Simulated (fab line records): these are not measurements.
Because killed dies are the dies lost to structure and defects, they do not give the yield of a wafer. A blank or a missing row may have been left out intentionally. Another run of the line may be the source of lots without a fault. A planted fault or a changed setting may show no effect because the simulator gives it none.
Lot-split experiment || flow ritCmos || on a route of 202 steps: 5 lots, 23 wafers read

## ON THE SPLIT
At RIT_NWELL_SOFTBAKE_02 (time 60 s), the setting tempC was moved away from the recipe's 90 C on 11 of the 23 wafers read, by -3.9% to -1.8%. The other wafers ran this setting at the recipe's value.

## FROM THE SPLIT TO THE READING: what the file shows between them, 2 steps
- RIT_NWELL_EXPOSE_03: exposes mask M2, target cd 43900 nm
- RIT_NWELL_PEB_04

## THE READING
NOVOLAK_of_NWELL_COAT_01.thkNm (the simulator's own value, which no gauge read), in nm, at RIT_NWELL_DEVELOP_05 (develop time 68 s). No usual value for it is given in the file. The 12 wafers here that ran the recipe average 1302 nm, standard deviation 3.2 nm.

{"wafer": "L076.2", "tool, chamber at the split": "lithoTrack-03, 0", "tempC as run, C": 90, "against the recipe": "recipe", "NOVOLAK_of_NWELL_COAT_01.thkNm, nm": 1303, "against lot-mates on the recipe": "-"}
{"wafer": "L076.3", "tool, chamber at the split": "lithoTrack-03, 0", "tempC as run, C": 86.63, "against the recipe": "-3.7%", "NOVOLAK_of_NWELL_COAT_01.thkNm, nm": 1313, "against lot-mates on the recipe": "+11"}
{"wafer": "L076.4", "tool, chamber at the split": "lithoTrack-03, 0", "tempC as run, C": 90, "against the recipe": "recipe", "NOVOLAK_of_NWELL_COAT_01.thkNm, nm": 1301, "against lot-mates on the recipe": "-"}
{"wafer": "L076.5", "tool, chamber at the split": "lithoTrack-03, 0", "tempC as run, C": 86.63, "against the recipe": "-3.7%", "NOVOLAK_of_NWELL_COAT_01.thkNm, nm": 1312, "against lot-mates on the recipe": "+10"}
{"wafer": "L076.6", "tool, chamber at the split": "lithoTrack-03, 0", "tempC as run, C": 86.63, "against the recipe": "-3.7%", "NOVOLAK_of_NWELL_COAT_01.thkNm, nm": 1310, "against lot-mates on the recipe": "+8"}
{"wafer": "L078.1", "tool, chamber at the split": "lithoTrack-03, 0", "tempC as run, C": 87.41, "against the recipe": "-2.9%", "NOVOLAK_of_NWELL_COAT_01.thkNm, nm": 1311, "against lot-mates on the recipe": "+12"}
{"wafer": "L078.2", "tool, chamber at the split": "lithoTrack-03, 0", "tempC as run, C": 87.41, "against the recipe": "-2.9%", "NOVOLAK_of_NWELL_COAT_01.thkNm, nm": 1309, "against lot-mates on the recipe": "+10"}
{"wafer": "L078.3", "tool, chamber at the split": "lithoTrack-03, 0", "tempC as run, C": 90, "against the recipe": "recipe", "NOVOLAK_of_NWELL_COAT_01.thkNm, nm": 1299, "against lot-mates on the recipe": "-"}
{"wafer": "L078.4", "tool, chamber at the split": "lithoTrack-03, 0", "tempC as run, C": 90, "against the recipe": "recipe", "NOVOLAK_of_NWELL_COAT_01.thkNm, nm": 1298, "against lot-mates on the recipe": "-"}
{"wafer": "L078.5", "tool, chamber at the split": "lithoTrack-03, 0", "tempC as run, C": 87.41, "against the recipe": "-2.9%", "NOVOLAK_of_NWELL_COAT_01.thkNm, nm": 1306, "against lot-mates on the recipe": "+8"}
{"wafer": "L080.1", "tool, chamber at the split": "lithoTrack-02, 0", "tempC as run, C": 90, "against the recipe": "recipe", "NOVOLAK_of_NWELL_COAT_01.thkNm, nm": 1309, "against lot-mates on the recipe": "-"}
{"wafer": "L080.2", "tool, chamber at the split": "lithoTrack-02, 0", "tempC as run, C": 88.37, "against the recipe": "-1.8%", "NOVOLAK_of_NWELL_COAT_01.thkNm, nm": 1318, "against lot-mates on the recipe": "+12"}
{"wafer": "L080.3", "tool, chamber at the split": "lithoTrack-02, 0", "tempC as run, C": 90, "against the recipe": "recipe", "NOVOLAK_of_NWELL_COAT_01.thkNm, nm": 1303, "against lot-mates on the recipe": "-"}
{"wafer": "L080.5", "tool, chamber at the split": "lithoTrack-02, 0", "tempC as run, C": 88.37, "against the recipe": "-1.8%", "NOVOLAK_of_NWELL_COAT_01.thkNm, nm": 1313, "against lot-mates on the recipe": "+7"}
{"wafer": "L080.6", "tool, chamber at the split": "lithoTrack-02, 0", "tempC as run, C": 90, "against the recipe": "recipe", "NOVOLAK_of_NWELL_COAT_01.thkNm, nm": 1306, "against lot-mates on the recipe": "-"}
{"wafer": "L082.1", "tool, chamber at the split": "lithoTrack-03, 0", "tempC as run, C": 90, "against the recipe": "recipe", "NOVOLAK_of_NWELL_COAT_01.thkNm, nm": 1298, "against lot-mates on the recipe": "-"}
{"wafer": "L082.2", "tool, chamber at the split": "lithoTrack-03, 0", "tempC as run, C": 86.46, "against the recipe": "-3.9%", "NOVOLAK_of_NWELL_COAT_01.thkNm, nm": 1309, "against lot-mates on the recipe": "+10"}
{"wafer": "L082.4", "tool, chamber at the split": "lithoTrack-03, 0", "tempC as run, C": 90, "against the recipe": "recipe", "NOVOLAK_of_NWELL_COAT_01.thkNm, nm": 1299, "against lot-mates on the recipe": "-"}
{"wafer": "L082.5", "tool, chamber at the split": "lithoTrack-03, 0", "tempC as run, C": 86.46, "against the recipe": "-3.9%", "NOVOLAK_of_NWELL_COAT_01.thkNm, nm": 1313, "against lot-mates on the recipe": "+14"}
{"wafer": "L082.6", "tool, chamber at the split": "lithoTrack-03, 0", "tempC as run, C": 86.46, "against the recipe": "-3.9%", "NOVOLAK_of_NWELL_COAT_01.thkNm, nm": 1310, "against lot-mates on the recipe": "+12"}
{"wafer": "L083.2", "tool, chamber at the split": "lithoTrack-03, 0", "tempC as run, C": 90, "against the recipe": "recipe", "NOVOLAK_of_NWELL_COAT_01.thkNm, nm": 1302, "against lot-mates on the recipe": "-"}
{"wafer": "L083.4", "tool, chamber at the split": "lithoTrack-03, 0", "tempC as run, C": 90, "against the recipe": "recipe", "NOVOLAK_of_NWELL_COAT_01.thkNm, nm": 1302, "against lot-mates on the recipe": "-"}
{"wafer": "L083.6", "tool, chamber at the split": "lithoTrack-03, 0", "tempC as run, C": 90, "against the recipe": "recipe", "NOVOLAK_of_NWELL_COAT_01.thkNm, nm": 1304, "against lot-mates on the recipe": "-"}

THE FIT
A straight line over all 23 wafers: NOVOLAK_of_NWELL_COAT_01.thkNm changes by -2.45 nm for each +1% of tempC; r = -0.74; the points scatter about the line by 3.9 nm.
The same after taking each lot's own level away (the mean of its wafers on the recipe; 23 wafers): -3.01 nm for each +1%; r = -0.92; scatter 2.3 nm.
According to that fit, moving tempC by its largest amount changes the reading by 12 nm.
The span of the lots' own levels, 1298.5 to 1306.0 nm, comes to 2.4 times the standard deviation stated above.
So the lot-to-lot level blurs the effect unless lot-mates are compared.
Check: with one of the wafers moved furthest among these (-3.9%) left out of the fit, the line predicts +12.5 nm for it against its lot-mates. It came out at +10.5 nm against them.

## THE OTHER SPLITS THESE WAFERS WENT THROUGH
Before the reading, these wafers also passed through other splits. Each is held against what the fit with the lots' levels taken away leaves over:
{"other split on the same wafers": "RIT_ACTIVE_CVD_03 nh3FlowSccm", "wafers away from the commonest value": 10, "r with NOVOLAK_of_NWELL_COAT_01.thkNm (lot level and that fit taken away)": -0.03}
{"other split on the same wafers": "RIT_ACTIVE_CLEAN_15 timeS", "wafers away from the commonest value": 15, "r with NOVOLAK_of_NWELL_COAT_01.thkNm (lot level and that fit taken away)": "+0.39"}

## THE FILE'S OWN FIT
NOVOLAK_of_NWELL_COAT_01.thkNm changes by -3.16 nm for each +1% of tempC, r = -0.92.
